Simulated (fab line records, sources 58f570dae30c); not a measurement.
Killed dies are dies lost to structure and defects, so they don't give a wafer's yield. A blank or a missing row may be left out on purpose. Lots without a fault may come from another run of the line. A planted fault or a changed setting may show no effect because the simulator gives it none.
Problem report in the 8D (eight disciplines) form, filled by code | flow berkeley_cmos170 | the parts of the form that need people (team, actions taken, sign-off) are left out

1. THE PROBLEM
ACTIVE_NITRIDE_THK at UCB170_ACTIVE_THK_MEAS_06 reads a mean of 135.9 nm on 6 wafers of 2 lots; wafers without a fault read 219.2 nm with a standard deviation of 1.8. That is -46 standard deviations from the usual mean.
First seen on wafer L249.1, day 7 16:40, on film_metro-04. The record holds 42 wafers of 14 lots with a number at this step. Rule for "out", or "out of limits": more than 4 standard deviations from the usual mean. The other wafers with a number count as sound.

2. WHAT IT IS AND WHAT IT IS NOT
question                    | is                           | is not
which readings at this step | ACTIVE_NITRIDE_THK           | -
which lots                  | L249, L250                   | L236, L238, L239, L240, L241, L242, L243, L244, L245, L247, L248, L254
which wafers of those lots  | all that have a number       | -
read on which gauges        | film_metro-02, film_metro-04 | film_metro-01
when                        | from day 7 16:40             | up to then (33 sound wafers); but 3 sound wafers of L254 came after

3. SUSPECTS, AND WHAT RULES EACH OUT
Counting: a tool at a process step up to the reading stays a suspect if it ran every lot that is out and no sound lot after the first of them.
- the gauge at UCB170_ACTIVE_THK_MEAS_06: ruled out. The wafers that are out were read on 2 gauges (film_metro-02, film_metro-04).
- lpcvd-02 at UCB170_ACTIVE_CVD_05 (deposits Si3N4 from SiH2Cl2/NH3, target thk 220 nm, time 3300 s): kept. It ran every lot that is out, first L249 (day 7 14:45), and no sound lot after that; its last sound lot up to then is L247 (day 6 23:59). Its own readings are out on those wafers: spike_tc_centre_C, spike_tc_load_C, spike_tc_source_C, susceptor_temp_C.
Left after counting: lpcvd-02 at UCB170_ACTIVE_CVD_05.

4. THE CAUSE (what the simulator had put in)
Process parameter drift: lpcvd-02, from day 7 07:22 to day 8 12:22, at UCB170_ACTIVE_CVD_05. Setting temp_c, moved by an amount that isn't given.
Counting left only this tool.

5. THE CHAIN OF EFFECTS, in route order
Each row: a reading whose mean over the struck wafers that have a number lies more than 3 standard deviations from the usual. Only readings for which the record gives a usual standard deviation are gone through. hours: the time from each lot's start at the first step in this table that gives one to its start at this step, as a median over the lots. sigmas: the change in usual standard deviations.
hours | step                      | reading            | usual      | on struck wafers | change | sigmas
0     | UCB170_ACTIVE_CVD_05      | spike_tc_centre_C  | 802.3 C    | 777.1            | -25.2  | -21
0     | UCB170_ACTIVE_CVD_05      | spike_tc_load_C    | 825.1 C    | 799.0            | -26.1  | -15
0     | UCB170_ACTIVE_CVD_05      | spike_tc_source_C  | 825 C      | 797              | -28    | -8.8
0     | UCB170_ACTIVE_CVD_05      | susceptor_temp_C   | 800.0 C    | 775.2            | -24.8  | -71
2     | UCB170_ACTIVE_THK_MEAS_06 | ACTIVE_NITRIDE_THK | 219.2 nm   | 135.9            | -83.3  | -46
3     | UCB170_ACTIVE_ETCH_15     | oes_product_au     | 0.936 a.u. | 0.718            | -0.218 | -15
The process steps in it:
- UCB170_ACTIVE_CVD_05: deposits Si3N4 from SiH2Cl2/NH3, target thk 220 nm, time 3300 s.
- UCB170_ACTIVE_ETCH_15: etches Si3N4 in CH3F/Ar/O2, stops on SiO2, target depth 242 nm, time 151 s.
Later measuring or inspecting steps at which every struck wafer that the step has a row for has a number for every such reading, and none has moved that far: UCB170_ACTIVE_OVL_MEAS_14, UCB170_NSD_TW_MEAS_10.

6. WHAT WOULD HAVE CAUGHT IT SOONER
In this record the first reading out of limits at a measuring or inspecting step was taken at day 7 16:40, 9 hours after the fault began at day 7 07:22.
The tool's own readings at UCB170_ACTIVE_CVD_05 were out on every struck wafer that the step has a row for (spike_tc_centre_C, spike_tc_load_C, spike_tc_source_C, susceptor_temp_C): an alarm limit on them would have fired on the first of those.
All the lots that are out (2) had begun UCB170_ACTIVE_CVD_05 on lpcvd-02 by day 7 16:40. A hold on the tool at that time would have spared none of them.
